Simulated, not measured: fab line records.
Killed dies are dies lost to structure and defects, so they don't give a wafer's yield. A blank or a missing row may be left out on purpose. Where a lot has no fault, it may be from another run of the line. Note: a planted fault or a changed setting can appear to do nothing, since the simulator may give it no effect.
Lot-split experiment / flow berkeley_cmos170 / 23 wafers read across 5 lots, on a route 331 steps long

ON THE SPLIT
At UCB170_FIELD_OXIDATION_01 (target thk 558.3 nm, ox time 7200 s), the setting temp_c was moved away from the recipe's 1000 C on 20 of the 23 wafers read, by -1.7% to +2.6%. All remaining wafers had this setting at the recipe value.

FROM THE SPLIT TO THE READING: what the file shows between them, 10 steps
- UCB170_FIELD_THK_MEAS_02
- UCB170_FIELD_ANNEAL_03: time 1200 s
- UCB170_FIELD_WET_ETCH_04: etches SiO2 in dHF, time 60 s
- UCB170_FIELD_WET_ETCH_05: etches Si3N4 in H3PO4, time 12600 s
- UCB170_FIELD_WET_ETCH_06: etches SiO2 in BOE, time 22 s
- UCB170_FIELD_THK_MEAS_90
- UCB170_SCREENOX_OXIDATION_01: target thk 14.4 nm, ox time 2400 s (also split here: ox_time_s)
- UCB170_PVT_IMPLANT_07 (also split here: dose_cm2)
- UCB170_PVT_STRIP_08: strips in O2
- UCB170_GATE_WET_ETCH_00: etches SiO2 in dHF, time 200 s

THE READING
FIELD_OXIDE_LEFT_2_THK in nanometres, read at UCB170_FIELD_THK_MEAS_91. Fault-free wafers of this fab line usually give 356 nm, standard deviation 8.7 nm.

wafer=L074.1; tool, chamber at the split=furnace-02, 0; temp_c as run, C=1000; against the recipe=recipe; FIELD_OXIDE_LEFT_2_THK, nm=363; against lot-mates on the recipe=-
wafer=L074.2; tool, chamber at the split=furnace-02, 0; temp_c as run, C=1000; against the recipe=recipe; FIELD_OXIDE_LEFT_2_THK, nm=357; against lot-mates on the recipe=-
wafer=L074.6; tool, chamber at the split=furnace-02, 0; temp_c as run, C=1000; against the recipe=recipe; FIELD_OXIDE_LEFT_2_THK, nm=362; against lot-mates on the recipe=-
wafer=L076.2; tool, chamber at the split=-, -; temp_c as run, C=983.8; against the recipe=-1.6%; FIELD_OXIDE_LEFT_2_THK, nm=268; against lot-mates on the recipe=no lot-mate on the recipe
wafer=L076.3; tool, chamber at the split=-, -; temp_c as run, C=983.8; against the recipe=-1.6%; FIELD_OXIDE_LEFT_2_THK, nm=284; against lot-mates on the recipe=no lot-mate on the recipe
wafer=L076.4; tool, chamber at the split=-, -; temp_c as run, C=983.8; against the recipe=-1.6%; FIELD_OXIDE_LEFT_2_THK, nm=281; against lot-mates on the recipe=no lot-mate on the recipe
wafer=L076.5; tool, chamber at the split=-, -; temp_c as run, C=983.8; against the recipe=-1.6%; FIELD_OXIDE_LEFT_2_THK, nm=280; against lot-mates on the recipe=no lot-mate on the recipe
wafer=L076.6; tool, chamber at the split=-, -; temp_c as run, C=983.8; against the recipe=-1.6%; FIELD_OXIDE_LEFT_2_THK, nm=279; against lot-mates on the recipe=no lot-mate on the recipe
wafer=L078.1; tool, chamber at the split=-, -; temp_c as run, C=1026; against the recipe=+2.6%; FIELD_OXIDE_LEFT_2_THK, nm=446; against lot-mates on the recipe=no lot-mate on the recipe
wafer=L078.2; tool, chamber at the split=-, -; temp_c as run, C=1026; against the recipe=+2.6%; FIELD_OXIDE_LEFT_2_THK, nm=446; against lot-mates on the recipe=no lot-mate on the recipe
wafer=L078.4; tool, chamber at the split=-, -; temp_c as run, C=1026; against the recipe=+2.6%; FIELD_OXIDE_LEFT_2_THK, nm=459; against lot-mates on the recipe=no lot-mate on the recipe
wafer=L078.5; tool, chamber at the split=-, -; temp_c as run, C=1026; against the recipe=+2.6%; FIELD_OXIDE_LEFT_2_THK, nm=443; against lot-mates on the recipe=no lot-mate on the recipe
wafer=L078.6; tool, chamber at the split=-, -; temp_c as run, C=1026; against the recipe=+2.6%; FIELD_OXIDE_LEFT_2_THK, nm=446; against lot-mates on the recipe=no lot-mate on the recipe
wafer=L082.1; tool, chamber at the split=-, -; temp_c as run, C=1021; against the recipe=+2.1%; FIELD_OXIDE_LEFT_2_THK, nm=427; against lot-mates on the recipe=no lot-mate on the recipe
wafer=L082.3; tool, chamber at the split=-, -; temp_c as run, C=1021; against the recipe=+2.1%; FIELD_OXIDE_LEFT_2_THK, nm=432; against lot-mates on the recipe=no lot-mate on the recipe
wafer=L082.4; tool, chamber at the split=-, -; temp_c as run, C=1021; against the recipe=+2.1%; FIELD_OXIDE_LEFT_2_THK, nm=431; against lot-mates on the recipe=no lot-mate on the recipe
wafer=L082.5; tool, chamber at the split=-, -; temp_c as run, C=1021; against the recipe=+2.1%; FIELD_OXIDE_LEFT_2_THK, nm=422; against lot-mates on the recipe=no lot-mate on the recipe
wafer=L082.6; tool, chamber at the split=-, -; temp_c as run, C=1021; against the recipe=+2.1%; FIELD_OXIDE_LEFT_2_THK, nm=429; against lot-mates on the recipe=no lot-mate on the recipe
wafer=L083.1; tool, chamber at the split=-, -; temp_c as run, C=983.1; against the recipe=-1.7%; FIELD_OXIDE_LEFT_2_THK, nm=302; against lot-mates on the recipe=no lot-mate on the recipe
wafer=L083.2; tool, chamber at the split=-, -; temp_c as run, C=983.1; against the recipe=-1.7%; FIELD_OXIDE_LEFT_2_THK, nm=300; against lot-mates on the recipe=no lot-mate on the recipe
wafer=L083.4; tool, chamber at the split=-, -; temp_c as run, C=983.1; against the recipe=-1.7%; FIELD_OXIDE_LEFT_2_THK, nm=310; against lot-mates on the recipe=no lot-mate on the recipe
wafer=L083.5; tool, chamber at the split=-, -; temp_c as run, C=983.1; against the recipe=-1.7%; FIELD_OXIDE_LEFT_2_THK, nm=310; against lot-mates on the recipe=no lot-mate on the recipe
wafer=L083.6; tool, chamber at the split=-, -; temp_c as run, C=983.1; against the recipe=-1.7%; FIELD_OXIDE_LEFT_2_THK, nm=308; against lot-mates on the recipe=no lot-mate on the recipe

THE FIT
A straight line over all 23 wafers: FIELD_OXIDE_LEFT_2_THK changes by +36.3 nm for each +1% of temp_c; r = +0.99; the points scatter about the line by 12 nm.
Too few moved wafers have a lot-mate on the recipe to fit a line with each lot's own level taken away.

THE WHOLE CHAIN: every reading that the file lists as answering this split, in the file's order
step=UCB170_FIELD_OXIDATION_01; what it does=target thk 558.3 nm, ox time 7200 s; reading=SiO2_of_FIELD_OXIDATION_01.thk_nm (the simulator's own value, which no gauge read); change (the file's fit)=+36.4 nm for each +1% of the setting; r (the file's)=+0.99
step=UCB170_FIELD_THK_MEAS_02; what it does=; reading=FIELD_OXIDE_THK; change (the file's fit)=+36.5 for each +1% of the setting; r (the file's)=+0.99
step=UCB170_FIELD_THK_MEAS_90; what it does=; reading=FIELD_OXIDE_LEFT_1_THK; change (the file's fit)=+36.2 for each +1% of the setting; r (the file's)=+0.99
step=UCB170_FIELD_THK_MEAS_91; what it does=; reading=FIELD_OXIDE_LEFT_2_THK; change (the file's fit)=+36.3 for each +1% of the setting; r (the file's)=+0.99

FILE'S OWN FIT
FIELD_OXIDE_LEFT_2_THK changes by +36.3 nm for each +1% of temp_c, r = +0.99.
